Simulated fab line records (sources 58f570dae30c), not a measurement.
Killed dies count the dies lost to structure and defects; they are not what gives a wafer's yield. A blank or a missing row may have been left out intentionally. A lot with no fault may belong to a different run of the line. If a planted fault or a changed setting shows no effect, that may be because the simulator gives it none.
What tool caused it? | flow berkeleyCmos170 | Sampling: 13 lots, 39 wafers, 5 of 331 route steps

WHAT EACH GAUGE READ, for each wafer
UCB170_M1_OVL_MEAS_10.
lot  | measured     | on         | M1_OVL (nm)
L276 | day 8 23:58  | overlay-02 | 5 6 11
L277 | day 9 00:40  | overlay-01 | 5 9 2
L278 | day 9 11:13  | overlay-01 | 3 -2 5
L280 | day 9 13:16  | overlay-01 | 3 4 4
L281 | day 9 13:38  | overlay-02 | -4 -2 0
L282 | day 9 20:22  | overlay-01 | 1 -6 3
L283 | day 9 20:39  | overlay-02 | -2 3 3
L284 | day 10 13:10 | overlay-02 | -10 -7 -6
L291 | day 11 03:40 | overlay-02 | -3 -9 -13
L289 | day 11 03:57 | overlay-02 | -5 -7 -9
L288 | day 11 04:01 | overlay-01 | 2 -2 -7
L294 | day 12 04:34 | overlay-01 | 1 8 6
L296 | day 12 18:41 | overlay-01 | -4 -7 -9

UCB170_V1_CD_MEAS_12: the cd target is 700 nm.
lot  | measured     | on       | cdNm (nm)
L276 | day 9 04:31  | cdSem-02 | 697.6 698.8 698.5
L277 | day 9 05:19  | cdSem-02 | 702.0 700.2 700.8
L278 | day 9 16:12  | cdSem-01 | 699.1 700.0 699.5
L280 | day 9 18:37  | cdSem-02 | 697.6 696.5 698.0
L281 | day 9 18:27  | cdSem-01 | 697.6 698.4 698.5
L282 | day 10 01:20 | cdSem-01 | 698.8 699.2 699.7
L283 | day 10 02:46 | cdSem-02 | 696.4 697.3 698.6
L284 | day 10 17:17 | cdSem-02 | 699.3 699.0 698.7
L291 | day 11 07:29 | cdSem-02 | 699.8 698.1 700.2
L289 | day 11 09:08 | cdSem-02 | 697.7 698.1 698.5
L288 | day 11 10:07 | cdSem-01 | 699.6 699.3 698.1
L294 | day 12 08:15 | cdSem-01 | 701.0 699.5 700.8
L296 | day 13 02:32 | cdSem-02 | 699.4 698.5 699.3

UCB170_M2_RS_MEAS_02: measures by four-point-probe.
lot  | measured     | on           | M2_AL_RS (ohm/sq)
L276 | day 9 05:13  | filmMetro-04 | 0.0330 0.0325 0.0323
L277 | day 9 06:01  | filmMetro-01 | 0.0315 0.0318 0.0316
L278 | day 9 16:54  | filmMetro-01 | 0.0320 0.0328 0.0323
L280 | day 9 19:22  | filmMetro-02 | 0.0316 0.0323 0.0319
L281 | day 9 19:10  | filmMetro-01 | 0.0330 0.0327 0.0331
L282 | day 10 02:04 | filmMetro-01 | 0.0320 0.0324 0.0326
L283 | day 10 03:29 | filmMetro-01 | 0.0321 0.0327 0.0323
L284 | day 10 17:59 | filmMetro-01 | 0.0324 0.0322 0.0333
L291 | day 11 08:12 | filmMetro-02 | 0.0320 0.0321 0.0326
L289 | day 11 09:50 | filmMetro-02 | 0.0319 0.0319 0.0328
L288 | day 11 10:49 | filmMetro-02 | 0.0324 0.0319 0.0320
L294 | day 12 08:57 | filmMetro-04 | 0.0343 0.0337 0.0339
L296 | day 13 03:14 | filmMetro-04 | 0.0323 0.0321 0.0315

WHAT TOOL EACH LOT RAN ON (gives the tool, then ch and the chambers of the sampled wafers, and finally the start)
lot  | UCB170_M1_STRIP_13                  | UCB170_M2_SPUTTER_01
L276 | plasmaAsher-01 ch 0,1, day 9 00:12  | pvdSputter-04, day 9 05:05
L277 | plasmaAsher-03 ch 0,1, day 9 00:53  | pvdSputter-01, day 9 05:56
L278 | plasmaAsher-02 ch 0,1, day 9 11:26  | pvdSputter-01, day 9 16:49
L280 | plasmaAsher-03 ch 0,1, day 9 13:36  | pvdSputter-01, day 9 19:16
L281 | plasmaAsher-01 ch 0,1, day 9 13:50  | pvdSputter-04, day 9 19:03
L282 | plasmaAsher-03 ch 0,1, day 9 20:35  | pvdSputter-01, day 10 01:58
L283 | plasmaAsher-02 ch 0,1, day 9 20:59  | pvdSputter-04, day 10 03:23
L284 | plasmaAsher-01 ch 0,1, day 10 13:23 | pvdSputter-04, day 10 17:54
L291 | plasmaAsher-02 ch 0,1, day 11 04:01 | pvdSputter-04, day 11 08:07
L289 | plasmaAsher-03 ch 0, day 11 04:09   | pvdSputter-03, day 11 09:44
L288 | plasmaAsher-02 ch 0,1, day 11 04:22 | pvdSputter-04, day 11 10:44
L294 | plasmaAsher-03 ch 0,1, day 12 04:46 | pvdSputter-04, day 12 08:52
L296 | plasmaAsher-03 ch 0,1, day 12 18:53 | pvdSputter-03, day 13 03:09
- UCB170_M1_STRIP_13: strips in O2.
- UCB170_M2_SPUTTER_01: material Al, target thk 900 nm, time 120 s.

AS READ BY THE TOOLS THEMSELVES (means over the sampled wafers that have a number; for cases with no such wafer, the mark the record gives instead)
UCB170_M1_STRIP_13.
lot  | tool           | drypumpMotorCurrentA (A) | oesProductAu (a.u.)
L276 | plasmaAsher-01 | 5.82                     | 0.724
L277 | plasmaAsher-03 | 5.72                     | 0.716
L278 | plasmaAsher-02 | 5.46                     | 0.722
L280 | plasmaAsher-03 | 5.70                     | 0.722
L281 | plasmaAsher-01 | 5.79                     | 0.722
L282 | plasmaAsher-03 | 5.73                     | 0.722
L283 | plasmaAsher-02 | 5.47                     | 0.722
L284 | plasmaAsher-01 | 5.67                     | 0.721
L291 | plasmaAsher-02 | 5.47                     | 0.723
L289 | plasmaAsher-03 | 5.79                     | 0.721
L288 | plasmaAsher-02 | 5.47                     | 0.716
L294 | plasmaAsher-03 | 5.63                     | 0.719
L296 | plasmaAsher-03 | 5.72                     | 0.721

UCB170_M2_SPUTTER_01.
lot  | tool          | chamberPressurePa (Pa) | throttleValvePct (%)
L276 | pvdSputter-04 | 0.4991                 | 29.5
L277 | pvdSputter-01 | 0.5002                 | 30.5
L278 | pvdSputter-01 | 0.4999                 | 30.8
L280 | pvdSputter-01 | 0.4990                 | 31.4
L281 | pvdSputter-04 | 0.4989                 | 29.7
L282 | pvdSputter-01 | 0.4997                 | 31.1
L283 | pvdSputter-04 | 0.5005                 | 29.4
L284 | pvdSputter-04 | 0.4997                 | 29.8
L291 | pvdSputter-04 | 0.5005                 | 29.5
L289 | pvdSputter-03 | 0.5001                 | 31.3
L288 | pvdSputter-04 | 0.4996                 | 30.4
L294 | pvdSputter-04 | 0.5005                 | 29.9
L296 | pvdSputter-03 | 0.5008                 | 30.2

THE ANSWER, worked out from the rows above alone
Rule: what is usual is taken from the lots themselves. The widest of any qualifying gaps counts: lots, ordered by their means at a reading, are off when they make up no more than a third of the lots, leave a main group of 4 or more, and stand apart from it by 3 or more times the standard deviation of that group's means. A main group whose means are all the same, to the digits that the tables above print for the reading, isn't used. A lot without any number at a reading at which 4 lots or more have one is off too. The other lots that the step has rows for count as sound. Order of review: gauges by route order, followed by the tools' own readings, for which a lot's mean as printed above is used. The first step at which some lot is off is used, and at that step the reading that is off furthest; a lot without a number counts as furthest.
Off: at UCB170_M2_RS_MEAS_02 (M2_AL_RS), L294. The main group has a mean of 0.0323 ohm/sq with a standard deviation of 0.00034.
A tool fits if, at a process step before that reading, it ran every lot that is off, and no sound lot after the first of them. The gauges at UCB170_M2_RS_MEAS_02 are tried like those tools. One candidate fits, namely pvdSputter-04 at UCB170_M2_SPUTTER_01. Its last sound lot is L288 (day 11 10:44), its first lot that is off L294 (day 12 08:52): a fault that began between those two fits.

WHAT HAD BEEN PUT IN BY THE SIMULATOR
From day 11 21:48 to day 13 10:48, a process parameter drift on pvdSputter-04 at UCB170_M2_SPUTTER_01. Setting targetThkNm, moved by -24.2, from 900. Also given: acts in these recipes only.
Lots struck among those shown: L294. The rule given above showed the same thing.
